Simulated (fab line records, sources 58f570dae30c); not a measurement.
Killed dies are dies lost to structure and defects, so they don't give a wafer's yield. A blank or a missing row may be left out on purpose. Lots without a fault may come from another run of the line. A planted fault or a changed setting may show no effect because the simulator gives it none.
Which tool did it? | flow berkeley_cmos170 | 14 lots, 42 wafers sampled, at 6 steps of a route of 331

WHAT THE GAUGES READ, wafer by wafer
UCB170_CONTACT_THK_MEAS_02.
lot  | measured     | on            | CONTACT_PSG_THK (nm)
L850 | day 6 13:40  | film_metro-04 | 708 693 702
L849 | day 6 15:49  | film_metro-01 | 695 696 697
L852 | day 6 22:39  | film_metro-04 | 696 701 699
L854 | day 7 13:26  | film_metro-02 | 702 709 704
L857 | day 7 21:16  | film_metro-01 | 705 701 702
L855 | day 7 22:14  | film_metro-02 | 701 698 705
L856 | day 8 06:51  | film_metro-02 | 701 699 703
L859 | day 8 06:53  | film_metro-02 | 691 691 688
L864 | day 10 10:16 | film_metro-01 | 706 713 710
L866 | day 10 11:46 | film_metro-04 | 702 706 700
L869 | day 10 23:46 | film_metro-01 | 697 704 697
L870 | day 10 23:47 | film_metro-04 | 706 702 702
L872 | day 11 16:43 | film_metro-04 | 695 695 698
L871 | day 11 16:44 | film_metro-01 | 695 698 697

UCB170_M2_CD_MEAS_15: target cd 700 nm.
lot  | measured     | on        | cd_nm (nm)
L850 | day 7 03:56  | cd_sem-02 | 699.3 700.2 699.0
L849 | day 7 07:56  | cd_sem-01 | 699.9 699.3 699.5
L852 | day 7 15:24  | cd_sem-01 | 698.7 700.1 699.1
L854 | day 8 02:52  | cd_sem-01 | 702.6 699.4 700.4
L857 | day 8 11:38  | cd_sem-01 | 700.5 699.4 699.8
L855 | day 8 11:14  | cd_sem-01 | 700.9 700.1 699.9
L856 | day 8 21:23  | cd_sem-01 | 699.9 700.3 700.2
L859 | day 8 21:38  | cd_sem-02 | 703.3 702.4 702.1
L864 | day 10 23:32 | cd_sem-01 | 701.3 700.1 701.7
L866 | day 11 08:30 | cd_sem-01 | 700.6 700.8 701.1
L869 | day 11 16:11 | cd_sem-02 | 702.4 702.7 701.5
L870 | day 11 15:48 | cd_sem-01 | 697.5 698.9 698.9
L872 | day 12 06:19 | cd_sem-02 | 700.6 701.1 700.5
L871 | day 12 06:35 | cd_sem-02 | 699.1 699.2 697.6

UCB170_M3_CD_MEAS_90: target cd 700 nm.
lot  | measured     | on        | cd_nm (nm)
L850 | day 7 10:29  | cd_sem-01 | 697 696 695
L849 | day 7 14:37  | cd_sem-01 | 697 704 699
L852 | day 7 21:10  | cd_sem-01 | 705 705 705
L854 | day 8 09:01  | cd_sem-02 | 697 700 700
L857 | day 8 17:41  | cd_sem-02 | 701 712 701
L855 | day 8 17:21  | cd_sem-02 | 700 703 696
L856 | day 9 03:55  | cd_sem-01 | 704 702 699
L859 | day 9 04:07  | cd_sem-02 | 715 703 702
L864 | day 11 10:44 | cd_sem-01 | 702 702 702
L866 | day 11 16:35 | cd_sem-02 | 696 700 697
L869 | day 11 23:08 | cd_sem-02 | 701 703 701
L870 | day 11 22:35 | cd_sem-01 | 701 702 702
L872 | day 12 14:50 | cd_sem-02 | 697 695 698
L871 | day 12 15:55 | cd_sem-02 | 695 696 698

WHICH TOOL RAN EACH LOT (tool, then ch and the chambers of the sampled wafers, then the start)
lot  | UCB170_M3_ETCH_17                  | UCB170_M3_METAL_ETCH_18           | UCB170_M3_STRIP_19
L850 | rie_diel-03 ch 2,3, day 7 10:05    | rie_metal-01 ch 0, day 7 10:07    | plasma_asher-01 ch 0, day 7 10:19
L849 | rie_diel-03 ch 2,3, day 7 14:11    | rie_metal-01 ch 0,1, day 7 14:14  | plasma_asher-03 ch 0,1, day 7 14:25
L852 | rie_diel-02 ch 0,1,3, day 7 20:47  | rie_metal-02 ch 0,1, day 7 20:53  | plasma_asher-01 ch 0,1, day 7 21:02
L854 | rie_diel-03 ch 0,1,3, day 8 08:41  | rie_metal-01 ch 0,1, day 8 08:43  | plasma_asher-04 ch 0,1, day 8 08:55
L857 | rie_diel-03 ch 1,2,3, day 8 17:19  | rie_metal-02 ch 0,1, day 8 17:25  | plasma_asher-01 ch 0,1, day 8 17:34
L855 | rie_diel-02 ch 0,1, day 8 17:01    | rie_metal-03 ch 0,1, day 8 17:04  | plasma_asher-03 ch 0,1, day 8 17:15
L856 | rie_diel-03 ch 0,2,3, day 9 03:32  | rie_metal-03 ch 0,1, day 9 03:38  | plasma_asher-04 ch 0,1, day 9 03:48
L859 | rie_diel-01 ch 0,2, day 9 03:47    | rie_metal-02 ch 0,1, day 9 03:49  | plasma_asher-03 ch 0,1, day 9 04:01
L864 | rie_diel-03 ch 0,2,3, day 11 10:25 | rie_metal-03 ch 0,1, day 11 10:27 | plasma_asher-03 ch 0,1, day 11 10:38
L866 | rie_diel-03 ch 0,1,2, day 11 16:13 | rie_metal-01 ch 0,1, day 11 16:19 | plasma_asher-03 ch 0,1, day 11 16:28
L869 | rie_diel-02 ch 0,1,2, day 11 22:49 | rie_metal-02 ch 0,1, day 11 22:51 | plasma_asher-01 ch 0,1, day 11 23:02
L870 | rie_diel-01 ch 0,1,2, day 11 22:14 | rie_metal-01 ch 0,1, day 11 22:17 | plasma_asher-01 ch 0,1, day 11 22:28
L872 | rie_diel-02 ch 1,2,3, day 12 14:31 | rie_metal-02 ch 0,1, day 12 14:33 | plasma_asher-04 ch 0,1, day 12 14:44
L871 | rie_diel-03 ch 0,1,3, day 12 15:34 | rie_metal-01 ch 0,1, day 12 15:36 | plasma_asher-03 ch 0, day 12 15:47
- UCB170_M3_ETCH_17: etches BARC in N2/H2.
- UCB170_M3_METAL_ETCH_18: etches Al in Cl2/BCl3, stops on SiO2, target depth 1170 nm, time 195 s.
- UCB170_M3_STRIP_19: strips in O2.

WHAT THE TOOLS THEMSELVES READ (means of the sampled wafers that have a number; where no wafer has one, the mark that the record gives instead)
UCB170_M3_ETCH_17.
lot  | tool        | drypump_motor_current_A (A) | oes_product_au (a.u.) | throttle_valve_pct (%)
L850 | rie_diel-03 | 5.3                         | 1.021                 | 13.34
L849 | rie_diel-03 | 5.8                         | 1.017                 | 13.23
L852 | rie_diel-02 | 5.5                         | 0.990                 | 13.38
L854 | rie_diel-03 | 5.5                         | 1.000                 | 13.38
L857 | rie_diel-03 | 5.7                         | 1.004                 | 13.30
L855 | rie_diel-02 | 5.5                         | 1.010                 | 13.31
L856 | rie_diel-03 | 5.5                         | 1.009                 | 13.30
L859 | rie_diel-01 | 5.9                         | 0.974                 | 13.40
L864 | rie_diel-03 | 5.5                         | 1.006                 | 13.31
L866 | rie_diel-03 | 5.8                         | 1.001                 | 13.25
L869 | rie_diel-02 | 5.2                         | 1.001                 | 13.26
L870 | rie_diel-01 | 5.9                         | 0.996                 | 13.32
L872 | rie_diel-02 | 5.6                         | 0.998                 | 13.27
L871 | rie_diel-03 | 5.5                         | 0.998                 | 13.37

UCB170_M3_METAL_ETCH_18.
lot  | tool         | drypump_motor_current_A (A) | he_backside_leak_sccm (sccm) | oes_product_au (a.u.) | throttle_valve_pct (%)
L850 | rie_metal-01 | 4.8                         | 3.14                         | 0.855                 | 24.37
L849 | rie_metal-01 | 5.1                         | 3.12                         | 0.865                 | 24.52
L852 | rie_metal-02 | 5.6                         | 3.40                         | 0.876                 | 24.14
L854 | rie_metal-01 | 5.1                         | 3.16                         | 0.869                 | 24.52
L857 | rie_metal-02 | 5.6                         | 3.34                         | 0.843                 | 24.16
L855 | rie_metal-03 | 5.6                         | 3.47                         | 0.872                 | 24.11
L856 | rie_metal-03 | 5.6                         | 3.40                         | 0.879                 | 24.12
L859 | rie_metal-02 | 5.6                         | 3.48                         | 0.852                 | 24.15
L864 | rie_metal-03 | 5.5                         | 3.67                         | 0.869                 | 24.11
L866 | rie_metal-01 | 5.0                         | 3.10                         | 0.869                 | 24.44
L869 | rie_metal-02 | 5.5                         | 3.26                         | 0.866                 | 24.17
L870 | rie_metal-01 | 5.0                         | 3.10                         | 0.871                 | 24.44
L872 | rie_metal-02 | 5.6                         | 3.29                         | 0.875                 | 24.14
L871 | rie_metal-01 | 5.0                         | 3.06                         | 0.863                 | 24.45

UCB170_M3_STRIP_19.
lot  | tool            | drypump_motor_current_A (A) | oes_product_au (a.u.)
L850 | plasma_asher-01 | 6.6                         | 0.527
L849 | plasma_asher-03 | 5.8                         | 0.520
L852 | plasma_asher-01 | 5.9                         | 0.511
L854 | plasma_asher-04 | 5.5                         | 0.526
L857 | plasma_asher-01 | 6.2                         | 0.590
L855 | plasma_asher-03 | 5.8                         | 0.553
L856 | plasma_asher-04 | 5.5                         | 0.543
L859 | plasma_asher-03 | 6.0                         | 0.582
L864 | plasma_asher-03 | 5.9                         | 0.541
L866 | plasma_asher-03 | 5.9                         | 0.522
L869 | plasma_asher-01 | 5.9                         | 0.528
L870 | plasma_asher-01 | 5.9                         | 0.536
L872 | plasma_asher-04 | 5.2                         | 0.525
L871 | plasma_asher-03 | 6.0                         | 0.526

THE ANSWER, worked out from the rows above alone
Rule: what is usual is taken from the lots themselves. Put in order of their means at a reading, lots are off if they are a third of the lots or fewer, leave a main group of 4 or more, and stand apart from it by a gap of 3 or more times the standard deviation of the main group's means; of several such gaps the widest counts. A main group whose means are all the same, to the digits that the tables above print for the reading, isn't used. A lot without any number at a reading at which 4 lots or more have one is off too. The other lots that the step has rows for count as sound. The gauges are gone through in route order, then the tools' own readings, and for those a lot's mean is taken as printed above. The first step at which some lot is off is used, and at that step the reading that is off furthest; a lot without a number counts as furthest.
No lot is off at any reading shown: from this, nothing can be told.

WHAT THE SIMULATOR HAD PUT IN
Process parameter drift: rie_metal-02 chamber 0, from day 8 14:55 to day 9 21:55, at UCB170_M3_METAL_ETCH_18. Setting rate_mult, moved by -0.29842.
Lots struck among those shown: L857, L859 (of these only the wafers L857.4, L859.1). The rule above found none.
